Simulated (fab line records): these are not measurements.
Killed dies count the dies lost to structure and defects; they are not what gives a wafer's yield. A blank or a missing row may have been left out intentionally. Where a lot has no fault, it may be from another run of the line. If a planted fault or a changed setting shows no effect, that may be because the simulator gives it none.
A lot that was struck, set against a sound lot ; flow berkeley-cmos170 ; 23 steps out of a route of 331
Sound: these wafers, L185.1, L185.5, L185.6. Struck: wafers L190.1, L190.3, L190.4. Last of all comes the cause.
At each step with rows: each side's tool, then ch and its chambers, then its first start. Under that, the readings that differ: sound wafers ; struck wafers ; difference of the means ; sigmas: that difference in standard deviations of wafers without a fault.
alike: words and numbers the same on both sides, and readings whose means are apart by under 2 such deviations; not compared: readings that were withheld, readings missing a value for some wafer, numbers with overlapping values and no deviation given by the record, and bounds like >300 which may hide the same value.
A row with sigmas, a row that says differs or no value, or rows on one side alone: a step with any of these is where the two part. Non-overlapping numbers with no deviation appear without sigmas and do not part them. A reading missing from all wafers of one side parts the sides only when that side holds two or more wafers.

UCB170_NLDD_CD_MEAS_06: target cd 1200 nm.
  sound on cd-sem-01, day 7 08:35; struck on cd-sem-02, day 8 07:53
  alike: cd-nm
UCB170_NLDD_OVL_MEAS_07:
  sound on overlay-02, day 7 08:42; struck on overlay-01, day 8 08:00
  alike: NLDD_OVL
then, 2 steps without rows for these wafers: UCB170_NLDD_IMPLANT_08; UCB170_NLDD_IMPLANT_09.
UCB170_NLDD_STRIP_10: strips in O2.
  sound on plasma-asher-04 ch 0,1, day 7 09:02; struck on plasma-asher-01 ch 0,1, day 8 08:20
  alike: drypump-motor-current-A, oes-product-au, strip-time-to-endpoint-s
  not compared: rf-hours-counter-h
UCB170_NLDD_TW_MEAS_11:
  sound on film-metro-01, day 7 09:08; struck on film-metro-03, day 8 08:26
  alike: NLDD_TW
then, 1 step without rows for these wafers: UCB170_NLDD_CLEAN_12 (cleans in SPM, time 600 s).
UCB170_SPACER_CVD_00: deposits SiO2 from TEOS/O2, target thk 376 nm, time 47 s.
  sound on pecvd-04 ch 0,2, day 7 09:23; struck on pecvd-04 ch 1,2, day 8 09:06
  alike: heater-power-w
UCB170_SPACER_THK_MEAS_01:
  sound on film-metro-02, day 7 09:26; struck on film-metro-03, day 8 09:08
  alike: SPACER_TEOS_THK
then, 1 step without rows for these wafers: UCB170_SPACER_ANNEAL_02 (time 1800 s).
UCB170_SPACER_ETCHBACK_03: etches SiO2 in CHF3/CF4/Ar, stops on Si, target depth 376 nm, time 100 s.
  sound on rie-diel-03 ch 1,2,3, day 7 13:42; struck on rie-diel-04 ch 0,1,3, day 8 12:05
  alike: drypump-motor-current-A, oes-product-au, throttle-valve-pct
  not compared: rf-hours-counter-h
then, 1 step without rows for these wafers: UCB170_PSD_HMDS_00 (prime time 60 s).
UCB170_PSD_COAT_01: resist thk 900 nm.
  sound on litho-track-02 ch 0, day 7 13:55; struck on litho-track-01 ch 0, day 8 13:05
reading;sound;struck;difference;sigmas
model.KrF_of_PSD_COAT_01.thk-nm (nm);897.1 900.2 900.3;836.3 840.4 838.8;-60.7;
  alike: chill-plate-temp-C
then, 3 steps without rows for these wafers: UCB170_PSD_SOFTBAKE_02 (time 60 s); UCB170_PSD_EXPOSE_03 (exposes mask PSELECT MOD, target cd 1200 nm); UCB170_PSD_PEB_04.
UCB170_PSD_DEVELOP_05: develop time 45 s.
  sound on litho-track-02 ch 0; struck on litho-track-02 ch 0
reading;sound;struck;difference;sigmas
model.KrF_of_PSD_COAT_01.thk-nm (nm);882.9 886 886.1;822.1 826.2 824.6;-60.7;
  alike: chill-plate-temp-C
UCB170_PSD_CD_MEAS_06: target cd 1200 nm.
  sound on cd-sem-02, day 7 14:46; struck on cd-sem-01, day 8 14:47
  alike: cd-nm
UCB170_PSD_OVL_MEAS_07:
  sound on overlay-01, day 7 14:53; struck on overlay-02, day 8 14:54
  alike: PSD_OVL
after that, 1 step had no rows for these wafers: UCB170_PSD_IMPLANT_08.
UCB170_PSD_STRIP_09: strips in O2.
  sound on plasma-asher-04 ch 0,1, day 7 15:04; struck on plasma-asher-04 ch 0,1, day 8 15:05
reading;sound;struck;difference;sigmas
strip-time-to-endpoint-s (s);29.33 29.41 29.45;27.85 27.90 27.95;-1.50;-21
  alike: drypump-motor-current-A, oes-product-au
  not compared: rf-hours-counter-h
UCB170_PSD_TW_MEAS_10:
  sound on film-metro-04, day 7 15:10; struck on film-metro-01, day 8 15:11
  alike: PSD_TW
after that, 1 step had no rows for these wafers: UCB170_M3_PROBE_99.

WHERE THEY PART
Within this record, at UCB170_PSD_STRIP_09 only. Later steps at which nothing parts them and some readings are alike: UCB170_PSD_TW_MEAS_10.

WHY: whatever the simulator had introduced
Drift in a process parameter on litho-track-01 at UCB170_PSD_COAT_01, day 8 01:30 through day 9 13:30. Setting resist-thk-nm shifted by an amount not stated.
